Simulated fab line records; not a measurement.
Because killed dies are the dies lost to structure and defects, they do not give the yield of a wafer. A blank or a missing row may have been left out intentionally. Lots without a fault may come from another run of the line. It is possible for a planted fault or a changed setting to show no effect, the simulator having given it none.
Split-lot study    flow rit-cmos    23 wafers read from 5 lots, route of 202 steps

THE SPLIT
At RIT_CONTACT_ETCH_11 (etches SiO2 in CHF3/CF4/Ar, stops on TiSi2, target depth 480 nm, time 320 s), the setting time-s was moved away from the recipe's 320 s on 10 of the 23 wafers read, by -9.4% to +11.5%. All remaining wafers had this setting at the recipe value.

Reading taken at the split's own step.

THE READING
NOVOLAK_of_CONTACT_COAT_03.thk-nm (the simulator's own value, which no gauge read), in nm, at RIT_CONTACT_ETCH_11 (etches SiO2 in CHF3/CF4/Ar, stops on TiSi2, target depth 480 nm, time 320 s). There is no usual value for it anywhere in the file. Across the 13 wafers here that went through the recipe, the average is 766.1 nm and the standard deviation 2.3 nm.

wafer   tool, chamber at the split  time-s as run, s  against the recipe  NOVOLAK_of_CONTACT_COAT_03.thk-nm, nm  against lot-mates on the recipe
L075.1  rie-diel-04, 1              320               recipe              766.2                                  -
L075.4  rie-diel-04, 3              320               recipe              767                                    -
L075.6  rie-diel-04, 1              320               recipe              766.1                                  -
L080.1  rie-diel-01, 3              320               recipe              768.3                                  -
L080.2  rie-diel-01, 0              347.5             +8.6%               763.9                                  -4.6
L080.3  rie-diel-01, 1              320               recipe              766.1                                  -
L080.4  rie-diel-01, 2              320               recipe              771                                    -
L080.5  rie-diel-01, 2              347.5             +8.6%               759.1                                  -9.4
L083.1  rie-diel-01, 0              289.8             -9.4%               777.6                                  +12.9
L083.2  rie-diel-01, 2              289.8             -9.4%               775                                    +10.2
L083.3  rie-diel-01, 1              320               recipe              766.4                                  -
L083.4  rie-diel-01, 3              289.8             -9.4%               773.7                                  +9.0
L083.5  rie-diel-01, 1              320               recipe              763.1                                  -
L084.1  rie-diel-03, 2              356.8             +11.5%              748.4                                  -18.4
L084.2  rie-diel-03, 1              320               recipe              768.5                                  -
L084.3  rie-diel-03, 3              320               recipe              766.4                                  -
L084.4  rie-diel-03, 0              320               recipe              765.4                                  -
L084.5  rie-diel-03, 3              356.8             +11.5%              757.2                                  -9.6
L085.1  rie-diel-01, 0              346.8             +8.4%               754.5                                  -8.1
L085.2  rie-diel-01, 2              346.8             +8.4%               752.4                                  -10.2
L085.3  rie-diel-01, 1              346.8             +8.4%               752.2                                  -10.4
L085.4  rie-diel-01, 3              320               recipe              761.5                                  -
L085.6  rie-diel-01, 1              320               recipe              763.8                                  -

THE FIT
A straight line over all 23 wafers: NOVOLAK_of_CONTACT_COAT_03.thk-nm changes by -1.09 nm for each +1% of time-s; r = -0.90; the points scatter about the line by 3.3 nm.
The same after taking each lot's own level away (the mean of its wafers on the recipe; 23 wafers): -1.11 nm for each +1%; r = -0.95; scatter 2.2 nm.
That fit puts the effect of the largest move of time-s on the reading at 13 nm.
The lots' own levels span 762.65 to 768.47 nm, that is 2.5 times the standard deviation above.
The two slopes are in agreement: the lot-to-lot level therefore moves the slope only a little.
Check: for one of the wafers moved furthest among these (+11.5%), held out of the fit, the line's prediction against its lot-mates is -11.6 nm. Against them it came out at -18.4 nm.

THE OTHER SPLITS THESE WAFERS WENT THROUGH
Before the reading, these wafers also passed through other splits. Each is held against what the fit with the lots' levels taken away leaves over:
other split on the same wafers         wafers away from the commonest value  r with NOVOLAK_of_CONTACT_COAT_03.thk-nm (lot level and that fit taken away)
RIT_NSD_SOFTBAKE_02 temp-c             12                                    +0.08
RIT_SILICIDE_SPUTTER_01 power-w        6                                     +0.15
RIT_CONTACT_DEVELOP_07 develop-time-s  4                                     -0.15

FILE'S OWN FIT
NOVOLAK_of_CONTACT_COAT_03.thk-nm changes by -1.1 nm for each +1% of time-s, r = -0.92.
